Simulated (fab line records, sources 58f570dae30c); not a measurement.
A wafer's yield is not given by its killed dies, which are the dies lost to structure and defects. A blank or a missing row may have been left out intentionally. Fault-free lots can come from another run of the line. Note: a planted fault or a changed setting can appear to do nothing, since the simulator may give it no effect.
Which tool is to blame? || flow berkeley_cmos170 || 13 lots, 39 wafers sampled, at 6 steps of a route of 331

## WHAT THE GAUGES SHOWED, per wafer
UCB170_V1_BOW_MEAS_03. Usual: for V1_BOW the level is 18 um and the standard deviation is 6.8.
{"lot": "L356", "measured": "day 7 07:57", "on": "film_metro-02", "V1_BOW (um)": "15 17 21", "flag": ""}
{"lot": "L355", "measured": "day 7 08:13", "on": "film_metro-03", "V1_BOW (um)": "29 20 20", "flag": ""}
{"lot": "L354", "measured": "day 7 07:55", "on": "film_metro-01", "V1_BOW (um)": "5 14 20", "flag": ""}
{"lot": "L362", "measured": "day 9 12:47", "on": "film_metro-03", "V1_BOW (um)": "17 15 18", "flag": ""}
{"lot": "L363", "measured": "day 9 12:30", "on": "film_metro-02", "V1_BOW (um)": "26 12 14", "flag": ""}
{"lot": "L367", "measured": "day 10 01:09", "on": "film_metro-02", "V1_BOW (um)": "21 20 22", "flag": ""}
{"lot": "L368", "measured": "day 10 07:11", "on": "film_metro-01", "V1_BOW (um)": "23 19 6", "flag": ""}
{"lot": "L370", "measured": "day 10 21:49", "on": "film_metro-03", "V1_BOW (um)": "21 26 17", "flag": ""}
{"lot": "L371", "measured": "day 11 12:45", "on": "film_metro-03", "V1_BOW (um)": "22 17 16", "flag": ""}
{"lot": "L374", "measured": "day 11 19:37", "on": "film_metro-01", "V1_BOW (um)": "17 20 18", "flag": ""}
{"lot": "L375", "measured": "day 11 19:38", "on": "film_metro-03", "V1_BOW (um)": "19 14 17", "flag": ""}
{"lot": "L376", "measured": "day 12 14:42", "on": "film_metro-03", "V1_BOW (um)": "24 21 22", "flag": ""}
{"lot": "L377", "measured": "day 12 15:18", "on": "film_metro-03", "V1_BOW (um)": "17 7 15", "flag": ""}

UCB170_M2_RS_MEAS_02: measures by four-point-probe. Usual: for M2_AL_RS the level is 0.0322 ohm/sq and the standard deviation is 0.00034.
{"lot": "L356", "measured": "day 7 10:01", "on": "film_metro-03", "M2_AL_RS (ohm/sq)": "0.0319 0.0320 0.0318", "flag": ""}
{"lot": "L355", "measured": "day 7 10:51", "on": "film_metro-04", "M2_AL_RS (ohm/sq)": "0.0320 0.0320 0.0322", "flag": ""}
{"lot": "L354", "measured": "day 7 10:25", "on": "film_metro-01", "M2_AL_RS (ohm/sq)": "0.0323 0.0327 0.0326", "flag": ""}
{"lot": "L362", "measured": "day 9 15:12", "on": "film_metro-01", "M2_AL_RS (ohm/sq)": "0.0308 0.0317 0.0314", "flag": ""}
{"lot": "L363", "measured": "day 9 14:56", "on": "film_metro-04", "M2_AL_RS (ohm/sq)": "0.0322 0.0321 0.0320", "flag": ""}
{"lot": "L367", "measured": "day 10 03:16", "on": "film_metro-04", "M2_AL_RS (ohm/sq)": "0.0317 0.0318 0.0316", "flag": ""}
{"lot": "L368", "measured": "day 10 09:52", "on": "film_metro-04", "M2_AL_RS (ohm/sq)": "0.0324 0.0325 0.0324", "flag": ""}
{"lot": "L370", "measured": "day 10 23:50", "on": "film_metro-03", "M2_AL_RS (ohm/sq)": "0.0319 0.0320 0.0319", "flag": ""}
{"lot": "L371", "measured": "day 11 14:59", "on": "film_metro-04", "M2_AL_RS (ohm/sq)": "0.0320 0.0322 0.0322", "flag": ""}
{"lot": "L374", "measured": "day 11 21:40", "on": "film_metro-03", "M2_AL_RS (ohm/sq)": "0.0328 0.0327 0.0325", "flag": ""}
{"lot": "L375", "measured": "day 11 21:52", "on": "film_metro-04", "M2_AL_RS (ohm/sq)": "0.0318 0.0316 0.0318", "flag": ""}
{"lot": "L376", "measured": "day 12 16:46", "on": "film_metro-01", "M2_AL_RS (ohm/sq)": "0.0322 0.0321 0.0320", "flag": ""}
{"lot": "L377", "measured": "day 12 17:37", "on": "film_metro-04", "M2_AL_RS (ohm/sq)": "0.0317 0.0322 0.0320", "flag": ""}

UCB170_M2_THK_MEAS_03: measures by xrf. Usual: for M2_AL_THK the level is 896 nm and the standard deviation is 10.
{"lot": "L356", "measured": "day 7 10:06", "on": "film_metro-03", "M2_AL_THK (nm)": "914 911 915", "flag": ""}
{"lot": "L355", "measured": "day 7 10:58", "on": "film_metro-04", "M2_AL_THK (nm)": "894 902 892", "flag": ""}
{"lot": "L354", "measured": "day 7 10:32", "on": "film_metro-01", "M2_AL_THK (nm)": "878 872 872", "flag": ""}
{"lot": "L362", "measured": "day 9 15:19", "on": "film_metro-01", "M2_AL_THK (nm)": "931 903 907", "flag": ""}
{"lot": "L363", "measured": "day 9 15:03", "on": "film_metro-04", "M2_AL_THK (nm)": "890 903 895", "flag": ""}
{"lot": "L367", "measured": "day 10 03:23", "on": "film_metro-04", "M2_AL_THK (nm)": "908 906 913", "flag": ""}
{"lot": "L368", "measured": "day 10 09:58", "on": "film_metro-04", "M2_AL_THK (nm)": "893 884 889", "flag": ""}
{"lot": "L370", "measured": "day 10 23:58", "on": "film_metro-03", "M2_AL_THK (nm)": "907 909 911", "flag": ""}
{"lot": "L371", "measured": "day 11 15:06", "on": "film_metro-04", "M2_AL_THK (nm)": "895 902 896", "flag": ""}
{"lot": "L374", "measured": "day 11 21:47", "on": "film_metro-03", "M2_AL_THK (nm)": "887 887 892", "flag": ""}
{"lot": "L375", "measured": "day 11 21:58", "on": "film_metro-04", "M2_AL_THK (nm)": "908 912 915", "flag": ""}
{"lot": "L376", "measured": "day 12 16:53", "on": "film_metro-01", "M2_AL_THK (nm)": "893 895 897", "flag": ""}
{"lot": "L377", "measured": "day 12 17:44", "on": "film_metro-04", "M2_AL_THK (nm)": "904 898 898", "flag": ""}

## WHICH TOOL RAN EACH LOT (tool, then ch and the chambers of the sampled wafers, then the start)
{"lot": "L356", "UCB170_M1_SPUTTER_00": "pvd_sputter-01, day 6 22:52", "UCB170_M1_ETCH_11": "rie_diel-02 ch 0,1, day 7 00:49", "UCB170_M2_SPUTTER_01": "pvd_sputter-02, day 7 09:52"}
{"lot": "L355", "UCB170_M1_SPUTTER_00": "pvd_sputter-04, day 6 23:02", "UCB170_M1_ETCH_11": "rie_diel-04 ch 0,1,3, day 7 00:55", "UCB170_M2_SPUTTER_01": "pvd_sputter-04, day 7 10:40"}
{"lot": "L354", "UCB170_M1_SPUTTER_00": "pvd_sputter-01, day 7 01:07", "UCB170_M1_ETCH_11": "rie_diel-04 ch 0,1,3, day 7 02:37", "UCB170_M2_SPUTTER_01": "pvd_sputter-03, day 7 10:20"}
{"lot": "L362", "UCB170_M1_SPUTTER_00": "pvd_sputter-03, day 9 04:32", "UCB170_M1_ETCH_11": "rie_diel-01 ch 0,1,2, day 9 06:14", "UCB170_M2_SPUTTER_01": "pvd_sputter-04, day 9 15:07"}
{"lot": "L363", "UCB170_M1_SPUTTER_00": "pvd_sputter-01, day 9 04:32", "UCB170_M1_ETCH_11": "rie_diel-04 ch 0,2, day 9 06:07", "UCB170_M2_SPUTTER_01": "pvd_sputter-04, day 9 14:50"}
{"lot": "L367", "UCB170_M1_SPUTTER_00": "pvd_sputter-03, day 9 19:38", "UCB170_M1_ETCH_11": "rie_diel-04 ch 1,2,3, day 9 21:32", "UCB170_M2_SPUTTER_01": "pvd_sputter-02, day 10 03:11"}
{"lot": "L368", "UCB170_M1_SPUTTER_00": "pvd_sputter-04, day 10 01:20", "UCB170_M1_ETCH_11": "rie_diel-04 ch 1,2,3, day 10 02:50", "UCB170_M2_SPUTTER_01": "pvd_sputter-03, day 10 09:44"}
{"lot": "L370", "UCB170_M1_SPUTTER_00": "pvd_sputter-04, day 10 16:03", "UCB170_M1_ETCH_11": "rie_diel-02 ch 1,3, day 10 17:30", "UCB170_M2_SPUTTER_01": "pvd_sputter-02, day 10 23:45"}
{"lot": "L371", "UCB170_M1_SPUTTER_00": "pvd_sputter-04, day 11 07:18", "UCB170_M1_ETCH_11": "rie_diel-04 ch 1,2,3, day 11 09:19", "UCB170_M2_SPUTTER_01": "pvd_sputter-02, day 11 14:53"}
{"lot": "L374", "UCB170_M1_SPUTTER_00": "pvd_sputter-01, day 11 11:44", "UCB170_M1_ETCH_11": "rie_diel-04 ch 0,1,2, day 11 13:01", "UCB170_M2_SPUTTER_01": "pvd_sputter-03, day 11 21:35"}
{"lot": "L375", "UCB170_M1_SPUTTER_00": "pvd_sputter-04, day 11 12:53", "UCB170_M1_ETCH_11": "rie_diel-02 ch 0,2, day 11 14:20", "UCB170_M2_SPUTTER_01": "pvd_sputter-02, day 11 21:46"}
{"lot": "L376", "UCB170_M1_SPUTTER_00": "pvd_sputter-03, day 12 06:48", "UCB170_M1_ETCH_11": "rie_diel-01 ch 0,2,3, day 12 08:35", "UCB170_M2_SPUTTER_01": "pvd_sputter-04, day 12 16:40"}
{"lot": "L377", "UCB170_M1_SPUTTER_00": "pvd_sputter-04, day 12 07:13", "UCB170_M1_ETCH_11": "rie_diel-04 ch 0,2,3, day 12 09:08", "UCB170_M2_SPUTTER_01": "pvd_sputter-04, day 12 17:31"}
- UCB170_M1_SPUTTER_00: material Al, target thk 600 nm, time 80 s.
- UCB170_M1_ETCH_11: etches BARC in N2/H2.
- UCB170_M2_SPUTTER_01: material Al, target thk 900 nm, time 120 s.

## AS READ BY THE TOOLS THEMSELVES (means over the sampled wafers that have a number; for cases with no such wafer, the mark the record gives instead)
UCB170_M1_SPUTTER_00. Usual: 30.6 % for throttle_valve_pct, sd 0.93.
{"lot": "L356", "tool": "pvd_sputter-01", "throttle_valve_pct (%)": 30.4, "flag": ""}
{"lot": "L355", "tool": "pvd_sputter-04", "throttle_valve_pct (%)": 30.5, "flag": ""}
{"lot": "L354", "tool": "pvd_sputter-01", "throttle_valve_pct (%)": 30.0, "flag": ""}
{"lot": "L362", "tool": "pvd_sputter-03", "throttle_valve_pct (%)": 30.7, "flag": ""}
{"lot": "L363", "tool": "pvd_sputter-01", "throttle_valve_pct (%)": 30.9, "flag": ""}
{"lot": "L367", "tool": "pvd_sputter-03", "throttle_valve_pct (%)": 30.8, "flag": ""}
{"lot": "L368", "tool": "pvd_sputter-04", "throttle_valve_pct (%)": 30.8, "flag": ""}
{"lot": "L370", "tool": "pvd_sputter-04", "throttle_valve_pct (%)": 30.6, "flag": ""}
{"lot": "L371", "tool": "pvd_sputter-04", "throttle_valve_pct (%)": 31.1, "flag": ""}
{"lot": "L374", "tool": "pvd_sputter-01", "throttle_valve_pct (%)": 30.3, "flag": ""}
{"lot": "L375", "tool": "pvd_sputter-04", "throttle_valve_pct (%)": 31.2, "flag": ""}
{"lot": "L376", "tool": "pvd_sputter-03", "throttle_valve_pct (%)": 29.8, "flag": ""}
{"lot": "L377", "tool": "pvd_sputter-04", "throttle_valve_pct (%)": 31.8, "flag": ""}

UCB170_M1_ETCH_11. Usual: bias_w 100.0 W, standard deviation 0.34; drypump_motor_current_A 5.8 A, standard deviation 0.34; oes_product_au 1.012 a.u., standard deviation 0.023; throttle_valve_pct 13.28 %, standard deviation 0.16.
{"lot": "L356", "tool": "rie_diel-02", "bias_w (W)": 100.2, "drypump_motor_current_A (A)": 5.9, "oes_product_au (a.u.)": 1.024, "throttle_valve_pct (%)": 13.34, "flag": ""}
{"lot": "L355", "tool": "rie_diel-04", "bias_w (W)": 99.9, "drypump_motor_current_A (A)": 5.8, "oes_product_au (a.u.)": 1.033, "throttle_valve_pct (%)": 13.35, "flag": ""}
{"lot": "L354", "tool": "rie_diel-04", "bias_w (W)": 100.3, "drypump_motor_current_A (A)": 5.8, "oes_product_au (a.u.)": 1.033, "throttle_valve_pct (%)": 13.37, "flag": ""}
{"lot": "L362", "tool": "rie_diel-01", "bias_w (W)": 100.0, "drypump_motor_current_A (A)": 6.1, "oes_product_au (a.u.)": 1.013, "throttle_valve_pct (%)": 13.25, "flag": ""}
{"lot": "L363", "tool": "rie_diel-04", "bias_w (W)": 100.5, "drypump_motor_current_A (A)": 5.6, "oes_product_au (a.u.)": 0.993, "throttle_valve_pct (%)": 13.21, "flag": ""}
{"lot": "L367", "tool": "rie_diel-04", "bias_w (W)": 99.9, "drypump_motor_current_A (A)": 5.9, "oes_product_au (a.u.)": 1.013, "throttle_valve_pct (%)": 13.27, "flag": ""}
{"lot": "L368", "tool": "rie_diel-04", "bias_w (W)": 99.9, "drypump_motor_current_A (A)": 5.9, "oes_product_au (a.u.)": 1.019, "throttle_valve_pct (%)": 13.27, "flag": ""}
{"lot": "L370", "tool": "rie_diel-02", "bias_w (W)": 99.8, "drypump_motor_current_A (A)": 5.8, "oes_product_au (a.u.)": 1.025, "throttle_valve_pct (%)": 13.29, "flag": ""}
{"lot": "L371", "tool": "rie_diel-04", "bias_w (W)": 100.0, "drypump_motor_current_A (A)": 5.9, "oes_product_au (a.u.)": 1.022, "throttle_valve_pct (%)": 13.27, "flag": ""}
{"lot": "L374", "tool": "rie_diel-04", "bias_w (W)": 100.1, "drypump_motor_current_A (A)": 5.9, "oes_product_au (a.u.)": 1.004, "throttle_valve_pct (%)": 13.27, "flag": ""}
{"lot": "L375", "tool": "rie_diel-02", "bias_w (W)": 99.8, "drypump_motor_current_A (A)": 5.3, "oes_product_au (a.u.)": 1.007, "throttle_valve_pct (%)": 13.49, "flag": ""}
{"lot": "L376", "tool": "rie_diel-01", "bias_w (W)": 100.1, "drypump_motor_current_A (A)": 5.8, "oes_product_au (a.u.)": 1.000, "throttle_valve_pct (%)": 13.17, "flag": ""}
{"lot": "L377", "tool": "rie_diel-04", "bias_w (W)": 99.7, "drypump_motor_current_A (A)": 5.7, "oes_product_au (a.u.)": 1.011, "throttle_valve_pct (%)": 13.22, "flag": ""}

UCB170_M2_SPUTTER_01. Usual: 30.3 % for throttle_valve_pct, sd 1.2.
{"lot": "L356", "tool": "pvd_sputter-02", "throttle_valve_pct (%)": 29.9, "flag": ""}
{"lot": "L355", "tool": "pvd_sputter-04", "throttle_valve_pct (%)": 30.7, "flag": ""}
{"lot": "L354", "tool": "pvd_sputter-03", "throttle_valve_pct (%)": 30.6, "flag": ""}
{"lot": "L362", "tool": "pvd_sputter-04", "throttle_valve_pct (%)": 30.6, "flag": ""}
{"lot": "L363", "tool": "pvd_sputter-04", "throttle_valve_pct (%)": 31.4, "flag": ""}
{"lot": "L367", "tool": "pvd_sputter-02", "throttle_valve_pct (%)": 28.5, "flag": ""}
{"lot": "L368", "tool": "pvd_sputter-03", "throttle_valve_pct (%)": 29.9, "flag": ""}
{"lot": "L370", "tool": "pvd_sputter-02", "throttle_valve_pct (%)": 29.9, "flag": ""}
{"lot": "L371", "tool": "pvd_sputter-02", "throttle_valve_pct (%)": 30.8, "flag": ""}
{"lot": "L374", "tool": "pvd_sputter-03", "throttle_valve_pct (%)": 30.6, "flag": ""}
{"lot": "L375", "tool": "pvd_sputter-02", "throttle_valve_pct (%)": 28.9, "flag": ""}
{"lot": "L376", "tool": "pvd_sputter-04", "throttle_valve_pct (%)": 30.0, "flag": ""}
{"lot": "L377", "tool": "pvd_sputter-04", "throttle_valve_pct (%)": 30.0, "flag": ""}

## THE ANSWER, worked out from the rows above alone
Rule: take the mean of a lot's wafers that have a number; if it is more than 3 standard deviations from the usual mean, the lot is off. Also off: a lot with no number at a reading for which 4 or more lots have one. All remaining lots with rows at the step are treated as sound. The gauges are gone through in route order, then the tools' own readings, and for those a lot's mean is taken as printed above. The first step at which some lot is off is used, and at that step the reading that is off furthest; a lot without a number counts as furthest.
No lot is off at any reading shown: from this, nothing can be told.

## WHAT WAS PUT IN BY THE SIMULATOR
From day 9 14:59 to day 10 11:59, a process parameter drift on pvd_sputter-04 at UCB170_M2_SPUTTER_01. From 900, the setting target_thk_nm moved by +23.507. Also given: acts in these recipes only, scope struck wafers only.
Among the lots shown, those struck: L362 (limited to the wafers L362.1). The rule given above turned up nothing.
